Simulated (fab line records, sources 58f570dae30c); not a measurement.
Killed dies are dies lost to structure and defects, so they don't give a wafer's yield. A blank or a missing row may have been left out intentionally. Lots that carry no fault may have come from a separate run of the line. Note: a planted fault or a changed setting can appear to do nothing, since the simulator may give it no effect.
Problem report, 8D (eight disciplines) form, completed by code / flow berkeley cmos170 / the parts of the form that need people (team, actions taken, sign-off) are left out

## 1. PROBLEM STATEMENT
Wafers without a fault read 0.529 a.u., standard deviation 0.015; oes product au at UCB170_M2_STRIP_19 reads a mean of 0.020 a.u. on 6 wafers belonging to 2 lots. That puts it -34 standard deviations away from the usual mean.
The step: strips in O2.
First seen on wafer L557.3, day 11 21:16, on plasma asher-02. Wafers with a number at this step in the record: 42, from 14 lots. Rule for "out", or "out of limits": more than 4 standard deviations from the usual mean. The rest of the wafers with a number are treated as sound.

## 2. WHAT IT IS; WHAT IT IS NOT
question=which readings at this step | is=oes product au | is not=chamber pressure mTorr, drypump motor current A
question=which lots | is=L557, L559 | is not=L541, L542, L543, L544, L545, L546, L547, L548, L549, L551, L553, L561
question=which wafers of those lots | is=all that have a number | is not=-
question=read on which tools | is=plasma asher-02 | is not=plasma asher-01, plasma asher-03
question=when | is=from day 11 21:16 | is not=up to then (33 sound wafers); but 3 sound wafers of L561 came after

## 3. WHAT RULES OUT EACH SUSPECT
Counting: a tool at any process step up to the reading remains a suspect when it ran all the lots that are out and ran no sound lot after the first of those.
- plasma asher-02 at UCB170_M2_STRIP_19 (strips in O2): kept. It processed each lot that is out, first L557 at day 11 21:16, and no sound lot thereafter; up to then, the last sound lot it processed was L549 at day 10 17:52. Its own readings are out on those wafers: oes product au.
After counting, what remains is plasma asher-02 at UCB170_M2_STRIP_19.

## 4. THE CAUSE (what the simulator had put in)
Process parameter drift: plasma asher-02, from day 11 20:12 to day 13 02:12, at UCB170_M2_STRIP_19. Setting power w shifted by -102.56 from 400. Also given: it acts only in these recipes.
Only this tool survived the counting.

## 5. SEQUENCE OF EFFECTS, ordered by route
Each row: a reading whose mean over the struck wafers that have a number lies more than 3 standard deviations from the usual. Scope: only readings with a usual standard deviation given in the record; hours: median across lots of the time from each lot's start at the first step in this table that gives one to its start at this step; sigmas: change in usual standard deviations.
hours=0; step=UCB170_M2_STRIP_19; reading=oes product au; usual=0.529 a.u.; on struck wafers=0.020; change=-0.509; sigmas=-34
hours=6; step=UCB170_M3_PROBE_99; reading=defect limited yield; usual=98.8 %; on struck wafers=0.0; change=-98.8; sigmas=-99 or more
hours=6; step=UCB170_M3_PROBE_99; reading=killed_at_M0_to_M3; usual=1.0; on struck wafers=261.2; change=+260.2; sigmas=+99 or more
hours=6; step=UCB170_M3_PROBE_99; reading=killed dies; usual=3.2; on struck wafers=264.0; change=+260.8; sigmas=+99 or more
hours=6; step=UCB170_M3_PROBE_99; reading=killed on rim; usual=0.9; on struck wafers=70.0; change=+69.1; sigmas=+76
hours=6; step=UCB170_M3_PROBE_99; reading=sort_bin_5_function; usual=0.7 %; on struck wafers=99.4; change=+98.7; sigmas=+99 or more
hours=6; step=UCB170_M3_PROBE_99; reading=sort n pass; usual=260.8; on struck wafers=0.0; change=-260.8; sigmas=-99 or more
hours=6; step=UCB170_M3_PROBE_99; reading=sort yield pct; usual=98.8 %; on struck wafers=0.0; change=-98.8; sigmas=-99 or more
Its process steps:
- UCB170_M2_STRIP_19: strips in O2.
- UCB170_M3_PROBE_99

## 6. WHAT WOULD HAVE CAUGHT IT SOONER
In this record the first reading out of limits was taken at day 11 21:16, 1 hour after the fault began at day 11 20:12.
